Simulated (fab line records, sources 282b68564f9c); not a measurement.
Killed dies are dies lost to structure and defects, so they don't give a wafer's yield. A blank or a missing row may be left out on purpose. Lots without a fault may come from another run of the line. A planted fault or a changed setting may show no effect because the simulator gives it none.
Which tool did it? | flow rit_cmos | 14 lots, 42 wafers sampled, at 4 steps of a route of 202

WHAT THE GAUGES READ, wafer by wafer
RIT_ACTIVE_THK_MEAS_02.
lot  | measured    | on            | ACTIVE_OXIDE_THK (nm)
L961 | day 1 12:04 | film_metro-04 | 47.1 45.5 45.7
L962 | day 1 17:05 | film_metro-02 | 48.1 48.3 48.7
L964 | day 2 03:03 | film_metro-02 | 48.3 47.8 47.6
L965 | day 2 08:04 | film_metro-03 | 48.7 48.6 47.2
L966 | day 2 13:03 | film_metro-04 | 48.8 48.7 48.5
L970 | day 3 09:04 | film_metro-04 | 48.2 47.9 48.1
L972 | day 3 19:05 | film_metro-04 | 46.9 47.9 47.6
L973 | day 4 00:04 | film_metro-03 | 48.2 48.2 47.9
L974 | day 4 05:50 | film_metro-02 | 46.5 47.3 46.9
L975 | day 4 10:35 | film_metro-02 | 29.2 29.9 29.8
L976 | day 4 15:03 | film_metro-02 | 28.5 29.3 28.7
L978 | day 5 01:03 | film_metro-04 | 46.5 45.6 46.3
L983 | day 6 02:03 | film_metro-04 | 47.7 47.6 47.3
L984 | day 6 07:04 | film_metro-02 | 48.3 48.2 47.4

RIT_WELLDRIVE_RS_MEAS_02: measures by four-point-probe.
lot  | measured    | on            | PWELL_RS (ohm/sq)
L961 | day 2 03:44 | film_metro-01 | 428.0 427.5 427.4
L962 | day 2 10:05 | film_metro-03 | 427.5 427.0 427.1
L964 | day 2 20:12 | film_metro-04 | 427.2 427.1 426.9
L965 | day 3 01:19 | film_metro-03 | 428.5 427.6 427.7
L966 | day 3 05:41 | film_metro-04 | 428.7 428.1 429.9
L970 | day 4 04:11 | film_metro-04 | 429.3 429.7 431.4
L972 | day 4 11:20 | film_metro-01 | 429.8 430.0 430.4
L973 | day 4 15:50 | film_metro-01 | 427.8 428.7 429.1
L974 | day 4 21:35 | film_metro-03 | 427.8 429.2 427.4
L975 | day 5 03:49 | film_metro-01 | 428.6 427.9 428.1
L976 | day 5 06:44 | film_metro-01 | 428.7 428.8 428.8
L978 | day 5 16:48 | film_metro-01 | 428.6 430.0 431.1
L983 | day 6 17:53 | film_metro-04 | 431.7 430.2 430.2
L984 | day 6 22:39 | film_metro-01 | 428.3 428.2 429.6

RIT_PRETRO_OVL_MEAS_06.
lot  | measured    | on         | PRETRO_OVL (nm)
L961 | day 2 06:24 | overlay-02 | 1.0 0.9 1.2
L962 | day 2 12:45 | overlay-01 | -0.4 1.5 0.2
L964 | day 2 22:45 | overlay-01 | 0.9 -0.6 0.0
L965 | day 3 03:58 | overlay-01 | 3.0 1.1 2.6
L966 | day 3 08:22 | overlay-02 | 1.6 1.5 1.9
L970 | day 4 06:53 | overlay-01 | 1.0 -1.0 -0.9
L972 | day 4 13:58 | overlay-02 | 3.8 1.6 2.2
L973 | day 4 18:23 | overlay-02 | 0.0 0.1 -1.0
L974 | day 5 00:26 | overlay-02 | -0.6 0.0 0.3
L975 | day 5 06:47 | overlay-01 | -1.8 -0.1 -0.9
L976 | day 5 09:17 | overlay-01 | -3.3 -1.0 -2.9
L978 | day 5 19:29 | overlay-02 | -0.2 2.0 0.4
L983 | day 6 20:26 | overlay-02 | -0.3 2.4 1.4
L984 | day 7 01:19 | overlay-01 | -1.2 -0.9 -0.3

WHICH TOOL RAN EACH LOT (tool, then ch and the chambers of the sampled wafers, then the start)
lot  | RIT_ACTIVE_OXIDATION_01
L961 | furnace-03 ch 0, day 1 10:07
L962 | furnace-01 ch 0, day 1 15:09
L964 | furnace-01 ch 0, day 2 01:07
L965 | furnace-02 ch 0, day 2 06:07
L966 | furnace-02 ch 0, day 2 11:07
L970 | furnace-01 ch 0, day 3 07:07
L972 | furnace-01 ch 0, day 3 17:07
L973 | furnace-02 ch 0, day 3 22:07
L974 | furnace-02 ch 0, day 4 03:53
L975 | furnace-02 ch 0, day 4 08:38
L976 | furnace-02 ch 0, day 4 13:07
L978 | furnace-03 ch 0, day 4 23:07
L983 | furnace-03 ch 0, day 6 00:07
L984 | furnace-01 ch 0, day 6 05:07
- RIT_ACTIVE_OXIDATION_01: target thk 46.8 nm, ox time 3360 s.

WHAT THE TOOLS THEMSELVES READ (means of the sampled wafers that have a number; where no wafer has one, the mark that the record gives instead)
RIT_ACTIVE_OXIDATION_01.
lot  | tool       | spike_tc_centre_C (C) | spike_tc_load_C (C) | spike_tc_source_C (C) | tube_center_temp_C (C) | tube_center_temp_C_max
L961 | furnace-03 | 1003.7                | 1024.4              | 1025.6                | 1000                   | 1002.9
L962 | furnace-01 | 1002.0                | 1024.4              | 1021.8                | 1000                   | 1002.9
L964 | furnace-01 | 1002.0                | 1024.5              | 1021.1                | 1000                   | 1002.7
L965 | furnace-02 | 1001.0                | 1025.1              | 1024.4                | 1000                   | 1002.4
L966 | furnace-02 | 1000.5                | 1025.4              | 1024.3                | 1000                   | 1002.5
L970 | furnace-01 | 1001.4                | 1024.5              | 1021.2                | 1000                   | 1002.8
L972 | furnace-01 | 1002.2                | 1026.1              | 1020.8                | 1000                   | 1002.6
L973 | furnace-02 | 1001.1                | 1025.0              | 1024.1                | 1000                   | 1002.7
L974 | furnace-02 | 1001.0                | 1025.1              | 1023.9                | 1000                   | 1002.5
L975 | furnace-02 | 947.8                 | 971.5               | 969.6                 | 946                    | 948.8
L976 | furnace-02 | 947.5                 | 970.9               | 969.7                 | 946                    | 948.9
L978 | furnace-03 | 1002.8                | 1024.3              | 1025.9                | 1000                   | 1002.8
L983 | furnace-03 | 1002.8                | 1024.0              | 1025.5                | 1000                   | 1002.6
L984 | furnace-01 | 1003.2                | 1025.0              | 1020.6                | 1000                   | 1002.3

THE ANSWER, worked out from the rows above alone
Rule: what is usual is taken from the lots themselves. Put in order of their means at a reading, lots are off if they are a third of the lots or fewer, leave a main group of 4 or more, and stand apart from it by a gap of 3 or more times the standard deviation of the main group's means; of several such gaps the widest counts. A main group whose means are all the same, to the digits that the tables above print for the reading, isn't used. A lot without any number at a reading at which 4 lots or more have one is off too. The other lots that the step has rows for count as sound. The gauges are gone through in route order, then the tools' own readings, and for those a lot's mean is taken as printed above. The first step at which some lot is off is used, and at that step the reading that is off furthest; a lot without a number counts as furthest.
Off: L975, L976, at RIT_ACTIVE_THK_MEAS_02 (ACTIVE_OXIDE_THK). The main group: mean 47.6 nm, standard deviation 0.8.
A tool fits if, at a process step before that reading, it ran every lot that is off, and no sound lot after the first of them. The gauges at RIT_ACTIVE_THK_MEAS_02 aren't tried: what is off there is off at RIT_ACTIVE_OXIDATION_01 too, on other tools, and a gauge's error can't cause that. One fits: furnace-02 at RIT_ACTIVE_OXIDATION_01. Its last sound lot is L974 (day 4 03:53), its first lot that is off L975 (day 4 08:38): a fault that began between those two fits.
The tool's own readings at RIT_ACTIVE_OXIDATION_01 bear it out: on the lots that are off they differ by more than 5 times the standard deviation of the sound lots' means. spike_tc_centre_C reads 947.6 C there against 1002.0 C on the sound lots; spike_tc_load_C reads 971.2 C there against 1024.8 C on the sound lots; spike_tc_source_C reads 969.7 C there against 1023.3 C on the sound lots; tube_center_temp_C reads 946 C there against 1000 C on the sound lots; tube_center_temp_C_max reads 948.8 there against 1002.6 on the sound lots.

WHAT THE SIMULATOR HAD PUT IN
Process parameter drift: furnace-02, from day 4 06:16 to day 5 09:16, at RIT_ACTIVE_OXIDATION_01. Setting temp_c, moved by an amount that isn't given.
Lots struck among those shown: L975, L976. The rule above found the same.
